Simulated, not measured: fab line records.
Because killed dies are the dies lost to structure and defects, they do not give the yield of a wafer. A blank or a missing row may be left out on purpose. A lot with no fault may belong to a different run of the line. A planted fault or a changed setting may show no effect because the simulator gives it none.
fab line records ; flow rit-cmos
record lots=6; wafers=18; last-day=7
route steps=202 shown PRETRO@69 GATE@75 FOX2@80 REOX@98 NLDD@103 M1@202
lots untouched by any fault: they come from a run of this same line in which no faults occurred
start-h: start of the lot's first displayed wafer, in hours after the record's first day ; wait-h: time in hours since the lot's previous step ; " same as the row above ; L1.1+2: a row that stands for several wafers ; - value missing, or start not given ; * or withheld: withheld ; < > ~ a bound
route shown NAME@n: NAME is a module with steps in the file, n the number in the route of the first one ; usual: the fault-free wafers' mean and standard deviation ; same: alike in all rows ; chamber/n: place in a boat ; sites: the reading at each site ; _std_site: the values' standard deviation ; _edge_site: mean of outer sites minus mean of inner sites ; radius-mm: how far each site lies from the wafer's centre ; mask NAME#n: copy n ; behind: the last tool/chamber to shape the wafer ; hold: reason for holding the lot/hours on hold/outcome of the hold ; device: transistor that didn't switch, given as n, p or np ; end of line: the tests these same wafers got at the end of their route ; step lacking rows: just its recipe ; killed: dies that structure and defects cost at the first sort, which is not the same as the wafer's yield ; map: the dies of a wafer, with x for killed, . for not killed, _ for no die there
set.NAME: setting as actually run; set.NAME@STEP: the setting as run at that earlier step ; model.NAME: the simulator's own value behind a step, which no gauge read
lots at some steps of the route; a table a step, a row a wafer
services: from which hour (start-h, from the record's first day; less than 0 if before it) a tool's chamber was out of use, for how many hours, and why
## steps
# step RIT_PRETRO_DEVELOP_05
# recipe resist=NOVOLAK; develop-time-s=68; dev-temp-c=23
# step RIT_PRETRO_OVL_MEAS_06
# usual PRETRO_OVL=-0.5/1.7
lot.wafer;tool;chamber;start-h;wait-h;PRETRO_OVL[nm]
L952.1;overlay-01;-;76.57;-;1.9
L952.4;overlay-01;-;76.57;-;0.8
L952.5;overlay-01;-;76.57;-;2.4
L954.2;overlay-01;-;86.68;-;2.2
L954.4;overlay-01;-;86.68;-;2.1
L954.5;overlay-01;-;86.68;-;0.2
L957.1;overlay-01;-;101.42;-;-0.8
L957.5;overlay-01;-;101.42;-;-2.0
L957.6;overlay-01;-;101.42;-;-1.6
L958.2;overlay-01;-;105.58;-;0.2
L958.5;overlay-01;-;105.58;-;0.7
L958.6;overlay-01;-;105.58;-;1.3
L959.2;overlay-01;-;112.22;-;-0.5
L959.3;overlay-01;-;112.22;-;-3.8
L959.4;overlay-01;-;112.22;-;-1.2
L966.2;overlay-02;-;145.68;-;-3.2
L966.3;overlay-02;-;145.68;-;-2.9
L966.6;overlay-02;-;145.68;-;0.4
# step RIT_PRETRO_HARDBAKE_07
# recipe resist=NOVOLAK; temp-c=140; time-s=120
# step RIT_PRETRO_IMPLANT_08
# recipe species=B; energy-kev=45.5; dose-cm2=1.2e+13; tilt-deg=7
# step RIT_PRETRO_STRIP_09
# recipe chemistry=O2; time-s=180; resist=NOVOLAK; platen-temp-c=withheld; power-w=500; pressure-mtorr=4000; o2-flow-sccm=4000
# usual drypump-motor-current-A=6.1/0.41
lot.wafer;tool;chamber;start-h;wait-h;drypump-motor-current-A;rf-hours-counter-h
L952.1;plasma-asher-02;0;77.01;0.1;6.4;28
L952.4;plasma-asher-02;0;77.01;0.1;6.5;-
L952.5;plasma-asher-02;1;77.01;0.1;5.5;-
L954.2;plasma-asher-03;1;87.11;0.1;5.6;45
L954.4;plasma-asher-03;0;87.11;0.1;6.3;-
L954.5;plasma-asher-03;1;87.11;0.1;5.6;-
L957.1;plasma-asher-02;1;101.86;0.1;5.6;31
L957.5;plasma-asher-02;1;101.86;0.1;5.6;-
L957.6;plasma-asher-02;0;101.86;0.1;6.4;-
L958.2;plasma-asher-01;1;106.01;0.1;6.4;45
L958.5;plasma-asher-01;0;106.01;0.1;6.6;-
L958.6;plasma-asher-01;1;106.01;0.1;6.4;-
L959.2;plasma-asher-01;1;112.75;0.2;6.4;47
L959.3;plasma-asher-01;0;112.75;0.2;6.6;-
L959.4;plasma-asher-01;1;112.75;0.2;6.4;-
L966.2;plasma-asher-03;1;146.11;0.1;5.6;3
L966.3;plasma-asher-03;0;146.11;0.1;6.3;-
L966.6;plasma-asher-03;0;146.11;0.1;6.3;-
# step RIT_PRETRO_TW_MEAS_10
# usual PRETRO_TW=473/3.5
lot.wafer;tool;chamber;start-h;wait-h;PRETRO_TW
L952.1;film-metro-02;-;77.18;0.1;478
L952.4;film-metro-02;-;77.18;0.1;480
L952.5;film-metro-02;-;77.18;0.1;479
L954.2;film-metro-01;-;87.30;0.1;471
L954.4;film-metro-01;-;87.30;0.1;467
L954.5;film-metro-01;-;87.30;0.1;468
L957.1;film-metro-02;-;102.04;0.1;475
L957.5;film-metro-02;-;102.04;0.1;478
L957.6;film-metro-02;-;102.04;0.1;480
L958.2;film-metro-02;-;106.19;0.1;478
L958.5;film-metro-02;-;106.19;0.1;477
L958.6;film-metro-02;-;106.19;0.1;479
L959.2;film-metro-02;-;112.93;0.1;478
L959.3;film-metro-02;-;112.93;0.1;476
L959.4;film-metro-02;-;112.93;0.1;479
L966.2;film-metro-04;-;146.29;0.1;473
L966.3;film-metro-04;-;146.29;0.1;474
L966.6;film-metro-04;-;146.29;0.1;474
# step RIT_GATE_WET_ETCH_00
# recipe chemistry=BOE; target=SiO2; target-depth-nm=56; time-s=60; dry=n2-spin; dilution=10:1; temp-c=21.5
# step RIT_GATE_CLEAN_01
# recipe chemistry=SC1; mix=3:3:50; time-s=600; temp-c=75
# step RIT_GATE_CLEAN_02
# recipe chemistry=dHF; dilution=50:1; time-s=30
# step RIT_GATE_CLEAN_03
# recipe chemistry=SC2; mix=3:3:50; time-s=600; temp-c=75; dry=n2-spin
# step RIT_GATE_CLEAN_04
# recipe chemistry=dHF; dilution=50:1; time-s=60; dry=n2-spin
# step RIT_FOX2_THK_MEAS_91
# recipe reads=SiO2_of_FOX2_OXIDATION_00
# usual FIELD_OXIDE_LEFT_2_THK=259/7.1
lot.wafer;tool;chamber;start-h;wait-h;FIELD_OXIDE_LEFT_2_THK[nm]
L952.1;film-metro-03;-;77.66;0.0;261
L952.4;film-metro-03;-;77.66;0.0;263
L952.5;film-metro-03;-;77.66;0.0;261
L954.2;film-metro-02;-;87.83;0.0;251
L954.4;film-metro-02;-;87.83;0.0;254
L954.5;film-metro-02;-;87.83;0.0;245
L957.1;film-metro-04;-;102.52;0.0;251
L957.5;film-metro-04;-;102.52;0.0;255
L957.6;film-metro-04;-;102.52;0.0;249
L958.2;film-metro-02;-;106.68;0.0;268
L958.5;film-metro-02;-;106.68;0.0;264
L958.6;film-metro-02;-;106.68;0.0;266
L959.2;film-metro-04;-;113.90;0.0;258
L959.3;film-metro-04;-;113.90;0.0;255
L959.4;film-metro-04;-;113.90;0.0;254
L966.2;film-metro-03;-;146.77;0.0;263
L966.3;film-metro-03;-;146.77;0.0;260
L966.6;film-metro-03;-;146.77;0.0;266
# step RIT_GATE_OXIDATION_05
# recipe temp-c=900; ambient=O2; target-thk-a=30; ox-time-s=270
# usual ox-temp-c=899.8/0.43; tube_center_temp_C_max=902.3/0.35; zone-power-load-pct=24.6/0.76
lot.wafer;tool;chamber;start-h;wait-h;ox-temp-c;tube_center_temp_C_max;zone-power-load-pct
L952.1;furnace-03;0;77.72;0.1;898.7;902.1;23.7
L952.4;furnace-03;0;77.72;0.1;900.1;901.8;23.7
L952.5;furnace-03;0;77.72;0.1;899.3;902.0;23.9
L954.2;furnace-04;0;87.88;0.0;899.6;901.9;25.2
L954.4;furnace-04;0;87.88;0.0;899.9;902.2;25.6
L954.5;furnace-04;0;87.88;0.0;900.4;902.3;25.4
L957.1;furnace-03;0;102.58;0.1;900.8;902.6;23.3
L957.5;furnace-03;0;102.58;0.1;899.4;902.8;23.4
L957.6;furnace-03;0;102.58;0.1;899.5;902.6;23.6
L958.2;furnace-03;0;107.05;0.4;899.9;902.4;23.8
L958.5;furnace-03;0;107.05;0.4;900.0;902.6;23.6
L958.6;furnace-03;0;107.05;0.4;900.2;901.8;23.8
L959.2;furnace-03;0;113.95;0.0;900.2;902.3;23.5
L959.3;furnace-03;0;113.95;0.0;899.7;902.2;23.8
L959.4;furnace-03;0;113.95;0.0;899.8;902.7;24.1
L966.2;furnace-02;0;146.82;0.0;900.1;902.0;24.8
L966.3;furnace-02;0;146.82;0.0;900.2;902.0;25.3
L966.6;furnace-02;0;146.82;0.0;899.8;902.2;25.3
# step RIT_GATE_ANNEAL_06
# recipe temp-c=900; time-s=600; ambient=N2O
# step RIT_GATE_THK_MEAS_07
# recipe reads=SiO2_of_GATE_OXIDATION_05
# usual GATE_OXIDE_THK=3.01/0.064
lot.wafer;tool;chamber;start-h;wait-h;GATE_OXIDE_THK[nm]
L952.1;film-metro-02;-;79.15;0.0;3.00
L952.4;film-metro-02;-;79.15;0.0;3.05
L952.5;film-metro-02;-;79.15;0.0;3.05
L954.2;film-metro-02;-;89.22;0.0;2.96
L954.4;film-metro-02;-;89.22;0.0;2.98
L954.5;film-metro-02;-;89.22;0.0;2.94
L957.1;film-metro-03;-;103.91;0.0;3.02
L957.5;film-metro-03;-;103.91;0.0;3.00
L957.6;film-metro-03;-;103.91;0.0;2.99
L958.2;film-metro-02;-;108.89;0.0;3.01
L958.5;film-metro-02;-;108.89;0.0;3.04
L958.6;film-metro-02;-;108.89;0.0;2.99
L959.2;film-metro-03;-;115.28;0.0;3.00
L959.3;film-metro-03;-;115.28;0.0;3.00
L959.4;film-metro-03;-;115.28;0.0;3.03
L966.2;film-metro-03;-;148.15;0.0;2.94
L966.3;film-metro-03;-;148.15;0.0;2.97
L966.6;film-metro-03;-;148.15;0.0;3.00
# step RIT_GATE_CVD_08
# recipe material=poly-Si; target-thk-nm=250; temp-c=610; precursor=SiH4; time-s=2220; pressure-mtorr=307.3; sih4-flow-sccm=100
# step RIT_GATE_THK_MEAS_09
# recipe reads=poly-Si_of_GATE_CVD_08
# usual GATE_POLY_THK=253.9/2.6
lot.wafer;tool;chamber;start-h;wait-h;GATE_POLY_THK[nm]
L952.1;film-metro-02;-;81.83;0.0;254.2
L952.4;film-metro-02;-;81.83;0.0;256.7
L952.5;film-metro-02;-;81.83;0.0;254.1
L954.2;film-metro-02;-;91.70;0.0;248.5
L954.4;film-metro-02;-;91.70;0.0;248.6
L954.5;film-metro-02;-;91.70;0.0;251.1
L957.1;film-metro-04;-;105.58;0.0;251.3
L957.5;film-metro-04;-;105.58;0.0;253.9
L957.6;film-metro-04;-;105.58;0.0;251.8
L958.2;film-metro-03;-;110.57;0.0;258.4
L958.5;film-metro-03;-;110.57;0.0;258.6
L958.6;film-metro-03;-;110.57;0.0;256.1
L959.2;film-metro-04;-;116.96;0.0;255.2
L959.3;film-metro-04;-;116.96;0.0;255.7
L959.4;film-metro-04;-;116.96;0.0;253.9
L966.2;film-metro-04;-;149.83;0.0;252.7
L966.3;film-metro-04;-;149.83;0.0;251.9
L966.6;film-metro-04;-;149.83;0.0;252.2
# step RIT_GATE_HMDS_10
# recipe prime-time-s=60; prime-temp-c=140
# step RIT_GATE_COAT_11
# recipe resist=NOVOLAK; spin-rpm=4250; resist-thk-nm=850
# step RIT_GATE_SOFTBAKE_12
# recipe resist=NOVOLAK; temp-c=90; time-s=60
# step RIT_GATE_EXPOSE_13
# recipe mask-id=M6; na=0.6; source-shape=conventional; sigma-outer=0.6; target-cd-nm=150; dose-mj=374.9
# step RIT_GATE_PEB_14
# recipe resist=NOVOLAK; temp-c=withheld; time-s=withheld
# step RIT_GATE_DEVELOP_15
# recipe resist=NOVOLAK; develop-time-s=50; dev-temp-c=23
# step RIT_GATE_CD_MEAS_16
# recipe target-cd-nm=150
# usual cd-nm=150.6/2.4
lot.wafer;tool;chamber;start-h;wait-h;cd-nm
L952.1;cd-sem-01;-;82.81;-;147.6
L952.4;cd-sem-01;-;82.81;-;148.7
L952.5;cd-sem-01;-;82.81;-;146.8
L954.2;cd-sem-01;-;92.62;-;151.4
L954.4;cd-sem-01;-;92.62;-;150.7
L954.5;cd-sem-01;-;92.62;-;150.6
L957.1;cd-sem-01;-;106.62;-;150.5
L957.5;cd-sem-01;-;106.62;-;152.1
L957.6;cd-sem-01;-;106.62;-;154.2
L958.2;cd-sem-01;-;111.62;-;155.2
L958.5;cd-sem-01;-;111.62;-;158.2
L958.6;cd-sem-01;-;111.62;-;153.3
L959.2;cd-sem-02;-;117.88;-;151.6
L959.3;cd-sem-02;-;117.88;-;152.5
L959.4;cd-sem-02;-;117.88;-;150.2
L966.2;cd-sem-02;-;150.88;-;153.9
L966.3;cd-sem-02;-;150.88;-;149.6
L966.6;cd-sem-02;-;150.88;-;152.7
# step RIT_GATE_OVL_MEAS_17
# usual GATE_OVL=0.1/1.5
lot.wafer;tool;chamber;start-h;wait-h;GATE_OVL[nm]
L952.1;overlay-02;-;82.93;0.1;0.9
L952.4;overlay-02;-;82.93;0.1;1.1
L952.5;overlay-02;-;82.93;0.1;-0.4
L954.2;overlay-01;-;92.73;0.1;1.9
L954.4;overlay-01;-;92.73;0.1;-0.7
L954.5;overlay-01;-;92.73;0.1;-0.1
L957.1;overlay-02;-;106.74;0.1;0.3
L957.5;overlay-02;-;106.74;0.1;-1.9
L957.6;overlay-02;-;106.74;0.1;-0.9
L958.2;overlay-01;-;111.72;0.1;1.5
L958.5;overlay-01;-;111.72;0.1;0.5
L958.6;overlay-01;-;111.72;0.1;1.0
L959.2;overlay-01;-;117.99;0.1;-0.7
L959.3;overlay-01;-;117.99;0.1;1.0
L959.4;overlay-01;-;117.99;0.1;2.9
L966.2;overlay-01;-;150.98;0.1;0.1
L966.3;overlay-01;-;150.98;0.1;0.7
L966.6;overlay-01;-;150.98;0.1;-1.0
# step RIT_GATE_HARDBAKE_18
# recipe resist=NOVOLAK; temp-c=140; time-s=60
# step RIT_GATE_ETCH_19
# recipe chemistry=SF6/CHF3/O2; time-s=165; SF6_flow_sccm=30; CHF3_flow_sccm=30; O2_flow_sccm=5; target=poly-Si; pressure-mtorr=40; rf-w=160; target-depth-a=3125; over-etch-frac=0.25; stop-on=SiO2
# usual CHF3_flow_sccm=29.99/0.093; drypump-motor-current-A=5.7/0.48; oes-product-au=0.856/0.016; throttle-valve-pct=10.31/0.16
lot.wafer;tool;chamber;start-h;wait-h;CHF3_flow_sccm;drypump-motor-current-A;oes-product-au;rf-hours-counter-h;throttle-valve-pct
L952.1;rie-si-01;0;83.11;0.1;29.94;4.9;0.869;40;10.47
L952.4;rie-si-01;1;83.11;0.1;29.89;5.1;0.883;155;10.20
L952.5;rie-si-01;0;83.11;0.1;30.08;4.9;0.873;-;10.44
L954.2;rie-si-01;3;92.91;0.1;29.96;5.9;0.837;68;10.06
L954.4;rie-si-01;2;92.91;0.1;30.01;6.0;0.821;-;10.35
L954.5;rie-si-01;3;92.91;0.1;29.94;5.9;0.860;-;10.06
L957.1;rie-si-02;0;106.92;0.1;30.06;6.3;0.838;42;10.30
L957.5;rie-si-02;2;106.92;0.1;30.13;6.2;0.873;-;10.29
L957.6;rie-si-02;3;106.92;0.1;30.01;5.1;0.859;-;10.16
L958.2;rie-si-01;3;111.90;0.1;29.93;5.9;0.858;68;10.06
L958.5;rie-si-01;3;111.90;0.1;29.85;5.9;0.872;-;10.05
L958.6;rie-si-01;2;111.90;0.1;29.96;6.0;0.845;-;10.35
L959.2;rie-si-02;0;118.18;0.1;29.95;6.2;0.846;42;10.30
L959.3;rie-si-02;2;118.18;0.1;30.10;6.1;0.872;1;10.32
L959.4;rie-si-02;1;118.18;0.1;30.00;5.7;0.836;31;10.57
L966.2;rie-si-01;0;151.34;0.1;29.90;4.9;0.867;40;10.45
L966.3;rie-si-01;2;151.34;0.1;29.90;6.0;0.838;3;10.34
L966.6;rie-si-01;2;151.34;0.1;29.87;6.0;0.838;-;10.35
# step RIT_GATE_STRIP_20
# recipe chemistry=O2; time-s=180; resist=NOVOLAK; platen-temp-c=withheld; power-w=500; pressure-mtorr=4000; o2-flow-sccm=4000
# usual drypump-motor-current-A=6.2/0.44
lot.wafer;tool;chamber;start-h;wait-h;drypump-motor-current-A;rf-hours-counter-h
L952.1;plasma-asher-02;1;83.22;0.1;5.6;29
L952.4;plasma-asher-02;0;83.22;0.1;6.4;-
L952.5;plasma-asher-02;1;83.22;0.1;5.5;-
L954.2;plasma-asher-04;0;93.02;0.1;5.8;45
L954.4;plasma-asher-04;0;93.02;0.1;5.8;-
L954.5;plasma-asher-04;0;93.02;0.1;5.8;-
L957.1;plasma-asher-04;0;107.03;0.1;5.7;47
L957.5;plasma-asher-04;1;107.03;0.1;5.4;-
L957.6;plasma-asher-04;0;107.03;0.1;5.8;-
L958.2;plasma-asher-01;1;112.01;0.1;6.4;46
L958.5;plasma-asher-01;0;112.01;0.1;6.6;-
L958.6;plasma-asher-01;1;112.01;0.1;6.4;-
L959.2;plasma-asher-01;1;118.29;0.1;6.4;47
L959.3;plasma-asher-01;1;118.29;0.1;6.4;-
L959.4;plasma-asher-01;0;118.29;0.1;6.6;-
L966.2;plasma-asher-01;0;151.44;0.1;6.6;51
L966.3;plasma-asher-01;1;151.44;0.1;6.4;-
L966.6;plasma-asher-01;1;151.44;0.1;6.4;-
# step RIT_GATE_CD_MEAS_90
# recipe target-cd-nm=150
# usual cd-nm=150.7/2.4
lot.wafer;tool;chamber;start-h;wait-h;cd-nm
L952.1;cd-sem-02;-;83.39;0.1;147.5
L952.4;cd-sem-02;-;83.39;0.1;148.2
L952.5;cd-sem-02;-;83.39;0.1;146.9
L954.2;cd-sem-02;-;93.21;0.1;151.3
L954.4;cd-sem-02;-;93.21;0.1;150.7
L954.5;cd-sem-02;-;93.21;0.1;150.3
L957.1;cd-sem-02;-;107.21;0.1;150.6
L957.5;cd-sem-02;-;107.21;0.1;151.8
L957.6;cd-sem-02;-;107.21;0.1;154.3
L958.2;cd-sem-02;-;112.21;0.1;155.1
L958.5;cd-sem-02;-;112.21;0.1;158.0
L958.6;cd-sem-02;-;112.21;0.1;153.5
L959.2;cd-sem-02;-;118.48;0.1;151.3
L959.3;cd-sem-02;-;118.48;0.1;152.9
L959.4;cd-sem-02;-;118.48;0.1;150.1
L966.2;cd-sem-01;-;151.64;0.1;154.0
L966.3;cd-sem-01;-;151.64;0.1;149.2
L966.6;cd-sem-01;-;151.64;0.1;152.6
# step RIT_REOX_CLEAN_00
# recipe chemistry=SC1; mix=3:3:50; time-s=600; temp-c=75
# step RIT_REOX_CLEAN_01
# recipe chemistry=dHF; dilution=50:1; time-s=30
# step RIT_REOX_CLEAN_02
# recipe chemistry=SC2; mix=3:3:50; time-s=600; temp-c=75; dry=n2-spin
# step RIT_REOX_OXIDATION_03
# recipe temp-c=900; ambient=O2; target-thk-a=252; ox-time-s=5580
# step RIT_REOX_THK_MEAS_04
# recipe reads=SiO2_of_REOX_OXIDATION_03
# usual REOX_OXIDE_THK=25.5/0.48
lot.wafer;tool;chamber;start-h;wait-h;REOX_OXIDE_THK[nm]
L952.1;film-metro-01;-;86.45;0.0;26.1
L952.4;film-metro-01;-;86.45;0.0;25.6
L952.5;film-metro-01;-;86.45;0.0;25.7
L954.2;film-metro-03;-;96.24;0.0;25.0
L954.4;film-metro-03;-;96.24;0.0;24.5
L954.5;film-metro-03;-;96.24;0.0;24.7
L957.1;film-metro-01;-;110.68;0.0;25.1
L957.5;film-metro-01;-;110.68;0.0;25.5
L957.6;film-metro-01;-;110.68;0.0;25.2
L958.2;film-metro-04;-;115.26;0.0;26.1
L958.5;film-metro-04;-;115.26;0.0;25.9
L958.6;film-metro-04;-;115.26;0.0;26.0
L959.2;film-metro-04;-;121.51;0.0;25.5
L959.3;film-metro-04;-;121.51;0.0;25.7
L959.4;film-metro-04;-;121.51;0.0;25.5
L966.2;film-metro-01;-;156.10;0.0;25.1
L966.3;film-metro-01;-;156.10;0.0;25.8
L966.6;film-metro-01;-;156.10;0.0;25.6
# step RIT_NLDD_HMDS_00
# recipe prime-time-s=60; prime-temp-c=140
# step RIT_NLDD_COAT_01
# recipe resist=NOVOLAK; spin-rpm=3250; resist-thk-nm=1000
# step RIT_NLDD_SOFTBAKE_02
# recipe resist=NOVOLAK; temp-c=90; time-s=60
# step RIT_NLDD_EXPOSE_03
# recipe mask-id=M7; na=0.57; target-cd-nm=40700; dose-mj=250
# step RIT_NLDD_PEB_04
# recipe resist=NOVOLAK; temp-c=withheld; time-s=withheld
# step RIT_NLDD_DEVELOP_05
# recipe resist=NOVOLAK; develop-time-s=50; dev-temp-c=23
# step RIT_NLDD_OVL_MEAS_06
# usual NLDD_OVL=0.5/1.6
lot.wafer;tool;chamber;start-h;wait-h;NLDD_OVL[nm]
L952.1;overlay-02;-;87.48;-;2.1
L952.4;overlay-02;-;87.48;-;0.7
L952.5;overlay-02;-;87.48;-;-0.6
L954.2;overlay-02;-;97.27;-;-1.0
L954.4;overlay-02;-;97.27;-;-1.3
L954.5;overlay-02;-;97.27;-;-2.6
L957.1;overlay-02;-;111.71;-;-0.4
L957.5;overlay-02;-;111.71;-;-1.4
L957.6;overlay-02;-;111.71;-;-4.0
L958.2;overlay-01;-;116.29;-;-0.5
L958.5;overlay-01;-;116.29;-;0.3
L958.6;overlay-01;-;116.29;-;1.2
L959.2;overlay-01;-;122.54;-;-0.2
L959.3;overlay-01;-;122.54;-;0.2
L959.4;overlay-01;-;122.54;-;0.5
L966.2;overlay-02;-;157.17;-;3.1
L966.3;overlay-02;-;157.17;-;1.9
L966.6;overlay-02;-;157.17;-;2.2
# step RIT_NLDD_HARDBAKE_07
# recipe resist=NOVOLAK; temp-c=140; time-s=60
# step RIT_M1_PROBE_99
# usual killed-at-contacts=0.1/0.25; killed-at-front-end=6.3/2.9; killed-dies=6.4/2.9; killed-on-rim=1.7/1.4; killed-open=3.3/2.1; killed-short=3.1/1.7
# same gross-dies=264; killed_at_M0_to_M3=0; killed_at_M4_up=0; killed-at-back-side=0; killed-at-other=0
lot.wafer;tool;chamber;start-h;wait-h;killed-at-contacts;killed-at-front-end;killed-dies;killed-on-rim;killed-open;killed-short
L952.1;prober-02;-;103.34;0.1;1;14;15;4;12;3
L952.4;prober-02;-;103.49;0.2;0;7;7;1;6;1
L952.5;prober-02;-;103.54;0.2;0;6;6;2;2;4
L954.2;prober-02;-;112.69;0.1;0;4;4;0;2;2
L954.4;prober-02;-;112.79;0.2;0;4;4;2;2;2
L954.5;prober-02;-;112.84;0.2;0;4;4;1;3;1
L957.1;prober-02;-;128.11;0.1;0;3;3;0;1;2
L957.5;prober-02;-;128.31;0.2;0;6;6;0;6;0
L957.6;prober-02;-;128.36;0.2;0;8;8;2;3;5
L958.2;prober-01;-;133.80;0.1;0;132;132;43;4;2
L958.5;prober-01;-;133.95;0.2;0;113;113;33;2;1
L958.6;prober-01;-;134.00;0.2;0;118;118;27;2;5
L959.2;prober-02;-;139.78;0.1;0;132;132;37;3;3
L959.3;prober-02;-;139.83;0.2;0;130;130;32;2;4
L959.4;prober-02;-;139.88;0.2;0;132;132;32;4;3
L966.2;prober-01;-;175.25;0.1;0;5;5;1;1;3
L966.3;prober-01;-;175.30;0.2;0;12;12;6;8;3
L966.6;prober-01;-;175.45;0.2;0;4;4;2;2;2
# killed by level:class
L952.1 SILICIDE:geometric-particle:open=6 GATE:geometric-particle:open=3 SILICIDE:geometric-particle:short=2 SPACER:geometric-particle:open=1 FOX1:geometric-particle:open=1 GATE:geometric-particle:short=1 CONTACT:geometric-particle:open=1
L952.4 GATE:geometric-particle:open=5 FOX1:geometric-particle:open=1 GATE:geometric-particle:short=1
L952.5 REOX:geometric-particle:short=2 FOX2:geometric-particle:short=1 GATE:geometric-particle:open=1 GATE:geometric-particle:short=1 SPACER:geometric-particle:open=1
L954.2 SILICIDE:geometric-particle:open=2 FOX2:geometric-particle:short=1 SILICIDE:geometric-particle:short=1
L954.4 GATE:geometric-particle:short=1 GATE:geometric-particle:open=1 SPACER:geometric-particle:open=1 SILICIDE:geometric-particle:short=1
L954.5 GATE:geometric-particle:open=2 GATE:geometric-particle:short=1 SPACER:geometric-particle:open=1
L957.1 GATE:geometric-particle:open=1 SPACER:geometric-particle:short=1 SILICIDE:geometric-particle:short=1
L957.5 FOX1:geometric-particle:open=2 REOX:geometric-particle:open=2 GATE:geometric-particle:open=1 SPACER:geometric-particle:open=1
L957.6 REOX:geometric-particle:short=2 REOX:geometric-particle:open=2 FOX1:geometric-particle:open=1 FOX1:geometric-particle:short=1 FOX2:geometric-particle:short=1 SILICIDE:geometric-particle:short=1
L958.2 GATE:unspecified=126 GATE:geometric-particle:open=2 GATE:geometric-particle:short=1 SPACER:geometric-particle:open=1 SPACER:geometric-particle:short=1 SILICIDE:geometric-particle:open=1
L958.5 GATE:unspecified=110 FOX1:geometric-particle:open=1 FOX1:geometric-particle:short=1 FOX2:geometric-particle:open=1
L958.6 GATE:unspecified=111 GATE:geometric-particle:short=2 ACTIVE:geometric-particle:short=1 FOX1:geometric-particle:open=1 FOX1:geometric-particle:short=1 REOX:geometric-particle:open=1 SPACER:geometric-particle:short=1
L959.2 GATE:unspecified=126 GATE:geometric-particle:open=3 GATE:geometric-particle:short=2 REOX:geometric-particle:short=1
L959.3 GATE:unspecified=124 GATE:geometric-particle:short=2 FOX2:geometric-particle:short=1 GATE:geometric-particle:open=1 REOX:geometric-particle:short=1 SPACER:geometric-particle:open=1
L959.4 GATE:unspecified=125 FOX1:geometric-particle:short=1 FOX1:geometric-particle:open=1 GATE:geometric-particle:short=1 GATE:geometric-particle:open=1 REOX:geometric-particle:open=1 SPACER:geometric-particle:short=1 SILICIDE:geometric-particle:open=1
L966.2 REOX:geometric-particle:short=2 FOX1:geometric-particle:short=1 GATE:geometric-particle:open=1 NWELL:coat-microbubble-printed=1
L966.3 GATE:geometric-particle:open=3 REOX:geometric-particle:open=3 FOX1:geometric-particle:open=2 REOX:geometric-particle:short=2 GATE:geometric-particle:short=1 NWELL:coat-microbubble-printed=1
L966.6 GATE:geometric-particle:short=2 GATE:geometric-particle:open=2
# map L958.2 (x killed, . not)
________.xx...x_______
_____.x.x.....xxx.____
____.xxx....x..x.x.___
___xx......x.xxx.xxx__
__x.xx.xxxx.x........_
__xxxx.xx.xxxx...xx.._
_..xxxx..xx...xx..x...
_xx..xx.xxxx....xx..xx
_xx.xxx.....xx.xxx...x
_x.xx..xxx.xxxx.....xx
__xx.xxx.x......xxx.x_
__.x....x.....x.x..x._
___xx...x.xx.xx..x.x__
____xxxx...xx.x.xxx___
_____xx....xx...xx____
________.xxxxx._______
# map L959.2 (x killed, . not)
________.x..x.x_______
_____x.xx....xx.x.____
____xx......xxx.xx.___
___xx...x.xx..x.xxxx__
__xx.x..xxxxxx.x..x.x_
__...x..x..x.xx..x.xx_
_xx.xx..xxx..xxx.x...x
_xx.....xx.x.xx....xx.
_xxxxx.x...x.xxx......
_....x.xxxx.x..x....xx
__xx..x..x.xx.x.xx..x_
__..xxxxx.x...xxxx..._
___x..x.xx...xx..x..__
____x.xxxx..xxxxx..___
_____.xx...x.xxx.x____
________xx....._______
## services
tool;chamber;start-h;hours;kind
plasma-asher-01;-;76.21;2.8;pm
rie-si-01;1;87.89;-;clean
rie-si-01;1;87.89;25.8;scheduled-down
rie-si-01;1;87.89;25.8;vent-cycle
rie-si-02;-;95.57;0.3;repair
plasma-asher-03;-;108.80;9.0;pm
plasma-asher-03;0;108.80;9.0;vent-cycle
plasma-asher-03;1;108.80;9.0;vent-cycle
plasma-asher-02;-;110.74;10.5;repair
plasma-asher-03;0;117.80;-;clean
plasma-asher-03;1;117.80;-;clean
plasma-asher-04;-;125.93;8.0;repair
rie-si-02;-;126.49;1.6;repair
furnace-03;-;132.14;3.3;pm
## key
first-sign step=RIT_M1_PROBE_99; reading=killed-at-front-end; direction=up; sigmas=41; usual=6.3; struck=126.2
effect step=RIT_M1_PROBE_99; reading=killed-dies; direction=up; sigmas=41; usual=6.4; struck=126.2
met-at RIT_GATE_OXIDATION_05
struck-wafers L958.2,L958.5,L958.6,L959.2,L959.3,L959.4
tester-left-out L958,L959
onset-between 102.58 107.05
also-fits RIT_PRETRO_STRIP_09:plasma-asher-01
fault kind=chamber-particle-source; tool=furnace-03; chamber=-; onset-h=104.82; steps=RIT_GATE_OXIDATION_05; rate-per-visit-cm2=1.143; end-h=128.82
# tester-left-out: of these lots the tester's yield and bins aren't shown, on N5 and GAA mostly nor the transistor test; their killed dies are dies lost to structure and defects alone, not to doping, threshold or leakage, so they don't give the yield
